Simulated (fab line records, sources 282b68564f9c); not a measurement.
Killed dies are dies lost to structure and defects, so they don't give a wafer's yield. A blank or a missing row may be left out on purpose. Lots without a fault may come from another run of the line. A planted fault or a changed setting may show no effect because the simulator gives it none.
fab line records | flow rit_cmos | part 2 of 2: steps 26 to 26 of 26
record lots=5 wafers=23
route steps=202 shown ACTIVE@4 FOX1@20 FOX2@23 NWELL@29 GATE@81 REOX@101 M1@202
start_h: hours from the record's first day to the start of the lot's first wafer shown | wait_h: hours since the lot's step before | " the same as in the row above | L1.1+2: a row that stands for several wafers | - no value, or no start given | * or withheld: withheld | < > ~ a bound
route shown NAME@n: a module of which the file shows steps, and the number in the route of the first | usual: mean/standard deviation of fault-free wafers | same: alike in all rows | chamber/n: place in a boat | sites: the reading at each site | _std_site: their standard deviation | _edge_site: outer sites' mean less inner sites' | radius_mm: how far each site lies from the wafer's centre | mask NAME#n: copy n | behind: the tool/chamber that last shaped the wafer | hold: why the lot was held/for how many hours/how that ended | device: the transistor (n, p or np) that didn't switch | end of line: the same wafers' tests at the end of the route | a step without rows: its recipe alone | killed: dies lost to structure and defects at the first sort, not the wafer's yield | map: a wafer's dies, x killed, . not, _ none there
set.NAME: the setting as run; set.NAME@STEP: as run at that earlier step | model.NAME: the simulator's own value behind a step, which no gauge read
lots whose settings were changed on purpose; a table a step, a row a wafer
## steps
# step RIT_M1_PROBE_99
# usual killed_at_M0_to_M3=0.0/0.16 killed_at_contacts=0.1/0.32 killed_at_front_end=7.0/2.9 killed_dies=7.2/2.9 killed_open=3.4/2 killed_short=3.7/2.1
# same gross_dies=264 killed_at_M4_up=0 killed_at_back_side=0 killed_at_other=0
# columns lot.wafer tool chamber start_h wait_h set.dev_temp_c@GATE_DEVELOP_15 set.temp_c@REOX_OXIDATION_03 killed_at_M0_to_M3 killed_at_contacts killed_at_front_end killed_dies killed_open killed_short model.etest.nldd.rs_ohm_sq model.etest.nmos_0p15.r_on_ohm_um model.etest.nmos_turned.drive_ua_um model.etest.pldd.line_ohm_um model.etest.pldd.rs_ohm_sq model.etest.pmos_0p15.r_on_ohm_um model.etest.pmos_0p3.r_on_ohm_um
L075.1 prober-02 - 68.26 0.1 26.26 900 0 0 36 36 3 2 364.5 1238 279.2 167.3 526.2 3352 7027
L075.2 prober-02 - 68.31 0.1 26.26 900 0 0 34 34 3 4 362.6 1304 280.7 163.1 510.7 3410 7048
L075.3 prober-02 - 68.36 0.2 26.26 900 0 0 35 35 4 2 351.1 1264 285.5 167.3 526.3 3425 6989
L075.4 prober-02 - 68.41 0.2 23 900 0 0 4 4 2 2 346.9 1073 321.1 164.9 508.2 2826 6426
L075.6 prober-02 - 68.51 0.2 23 900 0 0 8 8 3 5 354.1 1081 316.3 170.9 531.1 2815 6458
L074.2 prober-01 - 69.81 0.1 19.61 921.3 0 0 27 27 2 2 469.3 1073 231.8 293 940.1 2776 5974
L074.3 prober-01 - 69.86 0.2 23 921.3 0 0 10 10 1 9 480 1280 200.7 304.7 977.3 3327 6484
L074.4 prober-01 - 69.91 0.2 23 921.3 0 0 7 7 3 4 506.9 1359 179.8 316.2 999.6 3389 6536
L074.5 prober-01 - 69.96 0.2 19.61 921.3 0 0 35 35 2 1 500.9 1220 207.6 306.7 973.9 2898 6058
L074.6 prober-01 - 70.01 0.2 19.61 921.3 0 0 48 48 8 6 488.2 1132 208.5 324.2 1014 2965 6098
L076.3 prober-02 - 77.29 0.2 23 900 0 0 6 6 4 2 394.1 1098 314.1 161.8 510.3 2676 6383
L076.4 prober-02 - 77.34 0.2 23 900 0 0 8 8 1 7 383.3 1069 329.9 153.4 489.8 2600 6288
L076.5 prober-02 - 77.39 0.2 23 900 0 0 8 8 4 4 387 1122 324.7 156 498.5 2666 6386
L080.1 prober-02 - 93.65 0.1 23 926.9 0 0 7 7 5 2 569.5 1402 160.9 407.1 1291 3902 7237
L080.2 prober-02 - 93.70 0.1 23 926.9 0 0 3 3 2 1 605.4 1432 140.8 413.2 1314 3929 7213
L080.4 prober-02 - 93.80 0.2 23 926.9 0 1 3 4 3 1 605.2 1475 140.5 423.8 1341 3955 7252
L080.5 prober-02 - 93.85 0.2 23 926.9 0 0 3 3 0 3 580.3 1424 154.2 383 1219 3747 7150
L080.6 prober-02 - 93.90 0.2 23 926.9 0 0 9 9 5 4 560.9 1376 160.3 401 1262 3875 7207
L084.2 prober-02 - 109.40 0.1 23 887.6 1 0 7 8 3 5 328 1111 375.1 137.1 421.8 2662 5969
L084.3 prober-02 - 109.45 0.2 23 887.6 0 0 5 5 1 4 323.9 1047 383.8 132.5 409 2598 5943
L084.4 prober-02 - 109.50 0.2 23 887.6 0 0 10 10 7 3 335.7 1132 363.8 134.3 436.7 2798 6116
L084.5 prober-02 - 109.55 0.2 23 887.6 0 0 8 8 1 7 324.9 1098 377.1 130.1 414.4 2636 6008
L084.6 prober-02 - 109.60 0.2 23 887.6 0 0 10 10 3 7 323.7 1101 383.5 130.1 408.8 2649 5938
# killed by level:class
L075.1 GATE:area_develop=31 GATE:geometric_particle:open=2 SPACER:geometric_particle:short=2 FOX2:geometric_particle:open=1
L075.2 GATE:area_develop=27 SILICIDE:geometric_particle:open=2 FOX1:geometric_particle:short=1 FOX2:geometric_particle:short=1 GATE:geometric_particle:open=1 SPACER:geometric_particle:short=1 SILICIDE:geometric_particle:short=1
L075.3 GATE:area_develop=29 SILICIDE:geometric_particle:open=3 FOX1:geometric_particle:short=1 GATE:geometric_particle:open=1 SILICIDE:geometric_particle:short=1
L075.4 FOX1:geometric_particle:short=2 FOX1:geometric_particle:open=1 GATE:geometric_particle:open=1
L075.6 FOX1:geometric_particle:short=1 FOX2:geometric_particle:short=1 GATE:geometric_particle:short=1 GATE:geometric_particle:open=1 REOX:geometric_particle:open=1 REOX:geometric_particle:short=1 SPACER:geometric_particle:short=1 SILICIDE:geometric_particle:open=1
L074.2 GATE:area_develop=23 ACTIVE:geometric_particle:short=1 FOX1:geometric_particle:open=1 REOX:geometric_particle:short=1 SPACER:geometric_particle:open=1
L074.3 SPACER:geometric_particle:short=6 FOX2:geometric_particle:short=1 GATE:geometric_particle:short=1 SPACER:geometric_particle:open=1 SILICIDE:geometric_particle:short=1
L074.4 FOX1:geometric_particle:short=2 SPACER:geometric_particle:short=2 SPACER:geometric_particle:open=2 SILICIDE:geometric_particle:open=1
L074.5 GATE:area_develop=32 FOX1:geometric_particle:short=1 FOX1:geometric_particle:open=1 SILICIDE:geometric_particle:open=1
L074.6 GATE:area_develop=34 GATE:geometric_particle:open=3 SPACER:geometric_particle:short=2 FOX1:geometric_particle:short=1 FOX1:geometric_particle:open=1 FOX2:geometric_particle:open=1 GATE:geometric_particle:short=1 REOX:geometric_particle:open=1
L076.3 FOX1:geometric_particle:short=1 FOX2:geometric_particle:open=1 GATE:geometric_particle:open=1 REOX:geometric_particle:open=1 SILICIDE:geometric_particle:short=1 SILICIDE:geometric_particle:open=1
L076.4 GATE:geometric_particle:short=2 SILICIDE:geometric_particle:short=2 FOX1:geometric_particle:open=1 FOX2:geometric_particle:short=1 REOX:geometric_particle:short=1 SPACER:geometric_particle:short=1
L076.5 REOX:geometric_particle:open=2 REOX:geometric_particle:short=2 FOX1:geometric_particle:short=1 GATE:geometric_particle:open=1 SPACER:geometric_particle:open=1 SILICIDE:geometric_particle:short=1
L080.1 FOX1:geometric_particle:open=2 GATE:geometric_particle:open=2 FOX1:geometric_particle:short=1 GATE:geometric_particle:short=1 REOX:geometric_particle:open=1
L080.2 GATE:geometric_particle:open=1 GATE:geometric_particle:short=1 REOX:geometric_particle:open=1
L080.4 FOX1:geometric_particle:short=1 GATE:geometric_particle:open=1 SPACER:geometric_particle:open=1 CONTACT:geometric_particle:open=1
L080.5 FOX1:geometric_particle:short=3
L080.6 GATE:geometric_particle:open=3 GATE:geometric_particle:short=3 FOX1:geometric_particle:short=1 REOX:geometric_particle:open=1 SPACER:geometric_particle:open=1
L084.2 REOX:geometric_particle:short=2 FOX1:geometric_particle:short=1 FOX2:geometric_particle:open=1 FOX2:geometric_particle:short=1 GATE:geometric_particle:open=1 REOX:geometric_particle:open=1 M1:geometric_particle:short=1
L084.3 GATE:geometric_particle:short=2 FOX2:geometric_particle:short=1 REOX:geometric_particle:short=1 SILICIDE:geometric_particle:open=1
L084.4 GATE:geometric_particle:open=3 REOX:geometric_particle:open=2 FOX1:geometric_particle:open=1 FOX2:geometric_particle:open=1 REOX:geometric_particle:short=1 SPACER:geometric_particle:short=1 SILICIDE:geometric_particle:short=1
L084.5 GATE:geometric_particle:short=3 SILICIDE:geometric_particle:short=2 FOX2:geometric_particle:open=1 FOX2:geometric_particle:short=1 SPACER:geometric_particle:short=1
L084.6 SILICIDE:geometric_particle:short=3 REOX:geometric_particle:open=2 REOX:geometric_particle:short=2 FOX2:geometric_particle:short=1 GATE:geometric_particle:short=1 SILICIDE:geometric_particle:open=1
## key
split step=RIT_ACTIVE_CVD_03 setting=sih2cl2_flow_sccm stated=60 by=lot
response step=RIT_ACTIVE_CVD_03 reading=model.Si3N4_of_ACTIVE_CVD_03.thk_nm change=+0.31 per=1% r=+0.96
response step=RIT_ACTIVE_THK_MEAS_04 reading=ACTIVE_NITRIDE_THK change=+0.312 per=1% r=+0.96
response step=RIT_ACTIVE_ETCH_13 reading=model.etch.depth_nm change=+0.316 per=1% r=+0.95
response step=RIT_FOX1_WET_ETCH_02 reading=model.Si3N4_of_ACTIVE_CVD_03.thk_nm change=+0.319 per=1% r=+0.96
response step=RIT_FOX2_OXIDATION_00 reading=model.Si3N4_of_ACTIVE_CVD_03.thk_nm change=+0.304 per=1% r=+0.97
split step=RIT_ACTIVE_COAT_06 setting=spin_rpm stated=3250 by=wafer
response step=RIT_ACTIVE_COAT_06 reading=model.NOVOLAK_of_ACTIVE_COAT_06.thk_nm change=-5 per=1% r=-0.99
response step=RIT_ACTIVE_HARDBAKE_12 reading=model.NOVOLAK_of_ACTIVE_COAT_06.thk_nm change=-4.38 per=1% r=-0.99
split step=RIT_ACTIVE_ETCH_13 setting=rf_w stated=125 by=wafer
response none clear
split step=RIT_FOX2_OXIDATION_00 setting=temp_c stated=1100 by=lot
response step=RIT_FOX2_OXIDATION_00 reading=model.SiO2_of_FOX2_OXIDATION_00.thk_nm change=+15.2 per=1% r=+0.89
split step=RIT_NWELL_COAT_01 setting=spin_rpm stated=2000 by=wafer
response step=RIT_NWELL_COAT_01 reading=model.NOVOLAK_of_NWELL_COAT_01.thk_nm change=-6.4 per=1% r=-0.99
response step=RIT_NWELL_HARDBAKE_07 reading=model.NOVOLAK_of_NWELL_COAT_01.thk_nm change=-5.51 per=1% r=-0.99
split step=RIT_GATE_OXIDATION_05 setting=ox_time_s stated=270 by=lot
response step=RIT_GATE_OXIDATION_05 reading=model.SiO2_of_GATE_OXIDATION_05.thk_nm change=+0.0246 per=1% r=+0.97
response step=RIT_GATE_THK_MEAS_07 reading=GATE_OXIDE_THK change=+0.0244 per=1% r=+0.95
split step=RIT_GATE_CVD_08 setting=pressure_mtorr stated=300 by=lot
response step=RIT_GATE_CVD_08 reading=model.poly-Si_of_GATE_CVD_08.thk_nm change=+0.98 per=1% r=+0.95
response step=RIT_GATE_THK_MEAS_09 reading=GATE_POLY_THK change=+0.978 per=1% r=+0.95
response step=RIT_REOX_OXIDATION_03 reading=model.poly-Si_of_GATE_CVD_08.thk_nm change=+1.07 per=1% r=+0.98
split step=RIT_GATE_DEVELOP_15 setting=dev_temp_c stated=23 by=wafer
response step=RIT_M1_PROBE_99 reading=model.etest.pmos_0p15.r_on_ohm_um change=+36.4 per=1% r=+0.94
response step=RIT_M1_PROBE_99 reading=model.etest.pmos_0p3.r_on_ohm_um change=+36.1 per=1% r=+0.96
response step=RIT_M1_PROBE_99 reading=model.etest.nmos_0p15.r_on_ohm_um change=+12.8 per=1% r=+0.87
split step=RIT_REOX_OXIDATION_03 setting=temp_c stated=900 by=lot
response step=RIT_REOX_OXIDATION_03 reading=model.SiO2_of_REOX_OXIDATION_03.thk_nm change=+2.37 per=1% r=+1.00
response step=RIT_REOX_THK_MEAS_04 reading=REOX_OXIDE_THK change=+2.37 per=1% r=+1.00
response step=RIT_M1_PROBE_99 reading=model.etest.pldd.rs_ohm_sq change=+197 per=1% r=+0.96
response step=RIT_M1_PROBE_99 reading=model.etest.pldd.line_ohm_um change=+61.7 per=1% r=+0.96
response step=RIT_M1_PROBE_99 reading=model.etest.nldd.rs_ohm_sq change=+56.4 per=1% r=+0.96
response step=RIT_M1_PROBE_99 reading=model.etest.nmos_turned.drive_ua_um change=-49.1 per=1% r=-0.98
